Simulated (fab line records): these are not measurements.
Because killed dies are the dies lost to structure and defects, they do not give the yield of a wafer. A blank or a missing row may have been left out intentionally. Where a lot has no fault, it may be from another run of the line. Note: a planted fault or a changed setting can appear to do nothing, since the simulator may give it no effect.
Split-lot trial | flow rit cmos | on a route of 202 steps: 5 lots, 23 wafers read

THE SPLIT ITSELF
At RIT_PRETRO_SOFTBAKE_02 (time 60 s), the setting temp c was moved away from the recipe's 90 C on 8 of the 23 wafers read, by -2.0% to +3.4%. For the rest of the wafers, this setting stayed at what the recipe calls for.

FROM THE SPLIT TO THE READING: what the file shows between them, 2 steps
- RIT_PRETRO_EXPOSE_03: exposes mask M5, target cd 43700 nm
- RIT_PRETRO_PEB_04

THE READING
NOVOLAK_of_PRETRO_COAT_01.thk nm (the simulator's own value, which no gauge read), in nm, at RIT_PRETRO_DEVELOP_05 (develop time 68 s). There is no usual value for it anywhere in the file. Across the 15 wafers here that went through the recipe, the average is 1299 nm and the standard deviation 5.7 nm.

wafer  | tool, chamber at the split | temp c as run, C | against the recipe | NOVOLAK_of_PRETRO_COAT_01.thk nm, nm | against lot-mates on the recipe
L077.2 | litho track-01, 0          | 90               | recipe             | 1298                                 | -
L077.4 | litho track-01, 0          | 90               | recipe             | 1298                                 | -
L077.5 | litho track-01, 0          | 90               | recipe             | 1302                                 | -
L078.1 | litho track-03, 0          | 93.1             | +3.4%              | 1295                                 | -9
L078.3 | litho track-03, 0          | 93.1             | +3.4%              | 1289                                 | -15
L078.4 | litho track-03, 0          | 90               | recipe             | 1304                                 | -
L078.6 | litho track-03, 0          | 90               | recipe             | 1304                                 | -
L078.5 | litho track-03, 0          | 93.1             | +3.4%              | 1292                                 | -12
L079.1 | litho track-03, 0          | 90               | recipe             | 1291                                 | -
L079.2 | litho track-03, 0          | 90               | recipe             | 1294                                 | -
L079.3 | litho track-03, 0          | 90               | recipe             | 1289                                 | -
L079.5 | litho track-03, 0          | 90               | recipe             | 1293                                 | -
L079.6 | litho track-03, 0          | 90               | recipe             | 1290                                 | -
L080.1 | litho track-04, 0          | 90               | recipe             | 1303                                 | -
L080.2 | litho track-04, 0          | 90               | recipe             | 1301                                 | -
L080.3 | litho track-04, 0          | 90               | recipe             | 1304                                 | -
L080.5 | litho track-04, 0          | 92.45            | +2.7%              | 1294                                 | -9
L080.6 | litho track-04, 0          | 92.45            | +2.7%              | 1287                                 | -16
L084.1 | litho track-03, 0          | 88.23            | -2.0%              | 1311                                 | +6
L084.2 | litho track-03, 0          | 88.23            | -2.0%              | 1312                                 | +7
L084.3 | litho track-03, 0          | 90               | recipe             | 1304                                 | -
L084.4 | litho track-03, 0          | 88.23            | -2.0%              | 1310                                 | +5
L084.5 | litho track-03, 0          | 90               | recipe             | 1306                                 | -

THE FIT
A straight line over all 23 wafers: NOVOLAK_of_PRETRO_COAT_01.thk nm changes by -3.23 nm for each +1% of temp c; r = -0.69; the points scatter about the line by 5.6 nm.
The same after taking each lot's own level away (the mean of its wafers on the recipe; 23 wafers): -3.59 nm for each +1%; r = -0.94; scatter 2.1 nm.
Per that fit: largest temp c move, reading shift of 12 nm.
From 1291.4 to 1305.0 nm: that is the span of the lots' own levels, equal to 2.4 times the standard deviation above.
So the lot-to-lot level blurs the effect unless lot-mates are compared.
Check: with one of the wafers moved furthest among these (+3.4%) left out of the fit, the line predicts -13.6 nm for it against its lot-mates. Against them it came out at -9 nm.

THE OTHER SPLITS THESE WAFERS WENT THROUGH
Other splits were also applied to these wafers ahead of the reading. Each is held against what the fit with the lots' levels taken away leaves over:
other split on the same wafers    | wafers away from the commonest value | r with NOVOLAK_of_PRETRO_COAT_01.thk nm (lot level and that fit taken away)
RIT_ACTIVE_OXIDATION_01 ox time s | 18                                   | +0.11
RIT_FOX1_OXIDATION_00 temp c      | 15                                   | -0.02
RIT_NWELL_IMPLANT_08 dose cm2     | 12                                   | +0.16
RIT_PWELL_COAT_01 spin rpm        | 9                                    | +0.15

THE FILE'S OWN FIT
NOVOLAK_of_PRETRO_COAT_01.thk nm changes by -3.76 nm for each +1% of temp c, r = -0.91.
